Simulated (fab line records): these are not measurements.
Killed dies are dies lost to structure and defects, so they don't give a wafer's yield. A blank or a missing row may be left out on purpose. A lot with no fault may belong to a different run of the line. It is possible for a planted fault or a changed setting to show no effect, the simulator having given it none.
Split-lot trial || flow berkeley_cmos170 || 5 lots, 23 wafers read, on a route of 331 steps

## ABOUT THE SPLIT
At UCB170_BACKSIDE_COAT_01 (resist thk 900 nm), the setting spin_rpm was moved away from the recipe's 1500 rpm on 4 of the 23 wafers read, by -4.9% to +7.2%. The other wafers ran this setting at the recipe's value.

The reading comes from the split's own step.

## THE READING
KrF_of_BACKSIDE_COAT_01.thk_nm (the simulator's own value, which no gauge read), in nm, at UCB170_BACKSIDE_COAT_01 (resist thk 900 nm). The file does not state a usual value for it. The 19 wafers here that ran the recipe average 899.4 nm, standard deviation 3.4 nm.

{"wafer": "L075.1", "tool, chamber at the split": "litho_track-02, 0", "spin_rpm as run, rpm": 1608, "against the recipe": "+7.2%", "KrF_of_BACKSIDE_COAT_01.thk_nm, nm": 870.2, "against lot-mates on the recipe": -30.5}
{"wafer": "L075.2", "tool, chamber at the split": "litho_track-02, 0", "spin_rpm as run, rpm": 1500, "against the recipe": "recipe", "KrF_of_BACKSIDE_COAT_01.thk_nm, nm": 903.1, "against lot-mates on the recipe": "-"}
{"wafer": "L075.4", "tool, chamber at the split": "litho_track-02, 0", "spin_rpm as run, rpm": 1608, "against the recipe": "+7.2%", "KrF_of_BACKSIDE_COAT_01.thk_nm, nm": 870.7, "against lot-mates on the recipe": -30.0}
{"wafer": "L075.5", "tool, chamber at the split": "litho_track-02, 0", "spin_rpm as run, rpm": 1500, "against the recipe": "recipe", "KrF_of_BACKSIDE_COAT_01.thk_nm, nm": 901.9, "against lot-mates on the recipe": "-"}
{"wafer": "L075.6", "tool, chamber at the split": "litho_track-02, 0", "spin_rpm as run, rpm": 1500, "against the recipe": "recipe", "KrF_of_BACKSIDE_COAT_01.thk_nm, nm": 897.1, "against lot-mates on the recipe": "-"}
{"wafer": "L076.1", "tool, chamber at the split": "litho_track-01, 0", "spin_rpm as run, rpm": 1500, "against the recipe": "recipe", "KrF_of_BACKSIDE_COAT_01.thk_nm, nm": 903.7, "against lot-mates on the recipe": "-"}
{"wafer": "L076.2", "tool, chamber at the split": "litho_track-01, 0", "spin_rpm as run, rpm": 1500, "against the recipe": "recipe", "KrF_of_BACKSIDE_COAT_01.thk_nm, nm": 904, "against lot-mates on the recipe": "-"}
{"wafer": "L076.3", "tool, chamber at the split": "litho_track-01, 0", "spin_rpm as run, rpm": 1500, "against the recipe": "recipe", "KrF_of_BACKSIDE_COAT_01.thk_nm, nm": 904.4, "against lot-mates on the recipe": "-"}
{"wafer": "L076.4", "tool, chamber at the split": "litho_track-01, 0", "spin_rpm as run, rpm": 1500, "against the recipe": "recipe", "KrF_of_BACKSIDE_COAT_01.thk_nm, nm": 903.5, "against lot-mates on the recipe": "-"}
{"wafer": "L076.6", "tool, chamber at the split": "litho_track-01, 0", "spin_rpm as run, rpm": 1500, "against the recipe": "recipe", "KrF_of_BACKSIDE_COAT_01.thk_nm, nm": 902.8, "against lot-mates on the recipe": "-"}
{"wafer": "L082.1", "tool, chamber at the split": "litho_track-02, 0", "spin_rpm as run, rpm": 1500, "against the recipe": "recipe", "KrF_of_BACKSIDE_COAT_01.thk_nm, nm": 895.9, "against lot-mates on the recipe": "-"}
{"wafer": "L082.3", "tool, chamber at the split": "litho_track-02, 0", "spin_rpm as run, rpm": 1500, "against the recipe": "recipe", "KrF_of_BACKSIDE_COAT_01.thk_nm, nm": 895.3, "against lot-mates on the recipe": "-"}
{"wafer": "L082.5", "tool, chamber at the split": "litho_track-02, 0", "spin_rpm as run, rpm": 1500, "against the recipe": "recipe", "KrF_of_BACKSIDE_COAT_01.thk_nm, nm": 895.3, "against lot-mates on the recipe": "-"}
{"wafer": "L082.4", "tool, chamber at the split": "litho_track-02, 0", "spin_rpm as run, rpm": 1500, "against the recipe": "recipe", "KrF_of_BACKSIDE_COAT_01.thk_nm, nm": 894.4, "against lot-mates on the recipe": "-"}
{"wafer": "L082.6", "tool, chamber at the split": "litho_track-02, 0", "spin_rpm as run, rpm": 1500, "against the recipe": "recipe", "KrF_of_BACKSIDE_COAT_01.thk_nm, nm": 896.1, "against lot-mates on the recipe": "-"}
{"wafer": "L085.1", "tool, chamber at the split": "litho_track-02, 0", "spin_rpm as run, rpm": 1500, "against the recipe": "recipe", "KrF_of_BACKSIDE_COAT_01.thk_nm, nm": 897.1, "against lot-mates on the recipe": "-"}
{"wafer": "L085.2", "tool, chamber at the split": "litho_track-02, 0", "spin_rpm as run, rpm": 1500, "against the recipe": "recipe", "KrF_of_BACKSIDE_COAT_01.thk_nm, nm": 898, "against lot-mates on the recipe": "-"}
{"wafer": "L085.4", "tool, chamber at the split": "litho_track-02, 0", "spin_rpm as run, rpm": 1500, "against the recipe": "recipe", "KrF_of_BACKSIDE_COAT_01.thk_nm, nm": 896.8, "against lot-mates on the recipe": "-"}
{"wafer": "L080.1", "tool, chamber at the split": "litho_track-01, 0", "spin_rpm as run, rpm": 1427, "against the recipe": "-4.9%", "KrF_of_BACKSIDE_COAT_01.thk_nm, nm": 918, "against lot-mates on the recipe": "+18.3"}
{"wafer": "L080.2", "tool, chamber at the split": "litho_track-01, 0", "spin_rpm as run, rpm": 1427, "against the recipe": "-4.9%", "KrF_of_BACKSIDE_COAT_01.thk_nm, nm": 923, "against lot-mates on the recipe": "+23.3"}
{"wafer": "L080.3", "tool, chamber at the split": "litho_track-01, 0", "spin_rpm as run, rpm": 1500, "against the recipe": "recipe", "KrF_of_BACKSIDE_COAT_01.thk_nm, nm": 899.5, "against lot-mates on the recipe": "-"}
{"wafer": "L080.4", "tool, chamber at the split": "litho_track-01, 0", "spin_rpm as run, rpm": 1500, "against the recipe": "recipe", "KrF_of_BACKSIDE_COAT_01.thk_nm, nm": 899.8, "against lot-mates on the recipe": "-"}
{"wafer": "L080.6", "tool, chamber at the split": "litho_track-01, 0", "spin_rpm as run, rpm": 1500, "against the recipe": "recipe", "KrF_of_BACKSIDE_COAT_01.thk_nm, nm": 899.9, "against lot-mates on the recipe": "-"}

THE FIT
A straight line over all 23 wafers: KrF_of_BACKSIDE_COAT_01.thk_nm changes by -4.12 nm for each +1% of spin_rpm; r = -0.96; the points scatter about the line by 3.3 nm.
The same after taking each lot's own level away (the mean of its wafers on the recipe; 23 wafers): -4.22 nm for each +1%; r = -0.99; scatter 1.3 nm.
On that fit, the largest move of spin_rpm shifts the reading by 30 nm.
The span of the lots' own levels, 895.40 to 903.68 nm, comes to 2.5 times the standard deviation stated above.
Consequently the slope shifts little with the lot-to-lot level, the two slopes agreeing.
Check: -30.3 nm against its lot-mates is what the line predicts for one of the wafers moved furthest among these (+7.2%) when that wafer is left out of the fit. Against them it came out at -30.5 nm.

## FURTHER SPLITS ON THESE WAFERS
These wafers also went through other splits before the reading. Each is held against what the fit with the lots' levels taken away leaves over:
{"other split on the same wafers": "UCB170_PSD_PEB_04 peb_temp_c", "wafers away from the commonest value": 7, "r with KrF_of_BACKSIDE_COAT_01.thk_nm (lot level and that fit taken away)": "+0.11"}

## THE WHOLE CHAIN: every reading that the file lists as answering this split, in the file's order
{"step": "UCB170_BACKSIDE_COAT_01", "what it does": "resist thk 900 nm", "reading": "KrF_of_BACKSIDE_COAT_01.thk_nm (the simulator's own value, which no gauge read)", "change (the file's fit)": "-4.22 nm for each +1% of the setting", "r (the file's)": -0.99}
{"step": "UCB170_BACKSIDE_STRIP_03", "what it does": "strips in O2", "reading": "strip_time_to_endpoint_s", "change (the file's fit)": "withheld for each +1% of the setting", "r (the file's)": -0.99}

## THE FILE'S OWN FIT
KrF_of_BACKSIDE_COAT_01.thk_nm changes by -4.22 nm for each +1% of spin_rpm, r = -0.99.
